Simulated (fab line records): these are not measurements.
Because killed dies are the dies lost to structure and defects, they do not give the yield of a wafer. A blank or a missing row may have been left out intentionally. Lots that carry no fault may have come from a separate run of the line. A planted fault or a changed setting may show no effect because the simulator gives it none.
What tool caused it? -- flow berkeleyCmos170 -- 18 wafers from 6 lots sampled at 2 of the route's 331 steps

== WHAT EACH GAUGE READ, for each wafer ==
UCB170_NWELL_THK_MEAS_05.
lot,measured,on,NWELL_NITRIDE_THK (nm)
L722,day 2 15:53,filmMetro-04,223.7 224.3 227.6
L724,day 2 21:21,filmMetro-02,223.0 224.8 225.4
L726,day 3 05:47,filmMetro-04,225.1 226.1 224.6
L728,day 3 15:26,filmMetro-01,225.7 225.5 224.4
L733,day 4 11:37,filmMetro-01,191.6 189.3 189.9
L738,day 5 15:05,filmMetro-04,220.6 220.7 221.1

== WHICH TOOL RAN EACH LOT (tool, then ch and the chambers of the sampled wafers, then the start) ==
lot,UCB170_NWELL_CVD_04
L722,"lpcvd-02 ch 0, day 2 12:58"
L724,"lpcvd-01 ch 1, day 2 19:24"
L726,"lpcvd-01 ch 1, day 3 02:53"
L728,"lpcvd-02 ch 0, day 3 13:30"
L733,"lpcvd-02 ch 0, day 4 09:40"
L738,"lpcvd-01 ch 1, day 5 13:08"
- UCB170_NWELL_CVD_04: deposits Si3N4 from SiH2Cl2/NH3, target thk 224 nm, time 3360 s.

== THE ANSWER, worked out from the rows above alone ==
Rule: usual is defined by the lots themselves. The widest of any qualifying gaps counts: lots, ordered by their means at a reading, are off when they make up no more than a third of the lots, leave a main group of 4 or more, and stand apart from it by 3 or more times the standard deviation of that group's means. If all means in a main group match to the digits the tables above print for the reading, that group is not used. Also off: a lot with no number at a reading for which 4 or more lots have one. Any other lot the step has rows for is counted as sound.
Off: at UCB170_NWELL_THK_MEAS_05 (NWELL_NITRIDE_THK), L733. For the main group the mean is 224.2 nm and the standard deviation 1.7.
A tool fits if, at a process step before that reading, it ran every lot that is off, and no sound lot after the first of them. Gauges at UCB170_NWELL_THK_MEAS_05: tried the same way as those tools. This does not decide it: 2 tools fit, namely lpcvd-02 at UCB170_NWELL_CVD_04 and filmMetro-01 at UCB170_NWELL_THK_MEAS_05.

== WHAT THE SIMULATOR HAD PUT IN ==
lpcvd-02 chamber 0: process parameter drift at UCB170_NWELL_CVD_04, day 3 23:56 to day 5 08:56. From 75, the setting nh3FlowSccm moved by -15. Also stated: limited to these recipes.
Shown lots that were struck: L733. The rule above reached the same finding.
